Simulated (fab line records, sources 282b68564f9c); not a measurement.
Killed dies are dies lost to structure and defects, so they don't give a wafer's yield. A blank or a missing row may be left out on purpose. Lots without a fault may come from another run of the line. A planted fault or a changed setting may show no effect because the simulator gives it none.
Chamber matching | flow rit_cmos | RIT_CONTACT_CVD_00 on pecvd-02: 3 sister chambers
The step deposits SiO2 from TEOS, target thk 400 nm, time 61 s. 3 wafers are shown with their chamber, then 7 later ones without.

WAFERS WITH THEIR CHAMBER
wafer  | chamber | heater_power_w (W)
L657.6 | 2       | 341
L661.1 | 1       | 311
L661.3 | 0       | 276

WAFERS WITHOUT THEIR CHAMBER
wafer  | heater_power_w (W)
L661.4 | 303
L667.2 | 334
L667.3 | 292
L667.6 | 302
L670.2 | 335
L670.5 | 318
L670.6 | 278

WHICH CHAMBER EACH WENT THROUGH
wafer  | from the rows above     | in truth
L661.4 | 1                       | 1
L667.2 | can't be placed: 2 or 1 | 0
L667.3 | can't be placed: 0 or 1 | 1
L667.6 | can't be placed: 1 or 0 | 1
L670.2 | 2                       | 2
L670.5 | can't be placed: 1 or 2 | 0
L670.6 | 0                       | 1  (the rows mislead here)
Placed correctly: 2 of 7. Can't be placed from these rows: 4 (the true chamber is among the candidates in 2). Placed wrongly: 1.
How it was worked out, from the rows above alone: a wafer's distance from a chamber is the root of the sum, over the readings, of the square of ((its reading less the chamber's mean) divided by the reading's scatter). The wafer belongs to the nearest chamber; if the next one is less than 2 further off, it can't be placed. A chamber's mean is the mean of its shown wafers. The scatter: with one shown wafer a chamber, the root of the mean of the squares of how far each hidden wafer lies from its nearest shown one.
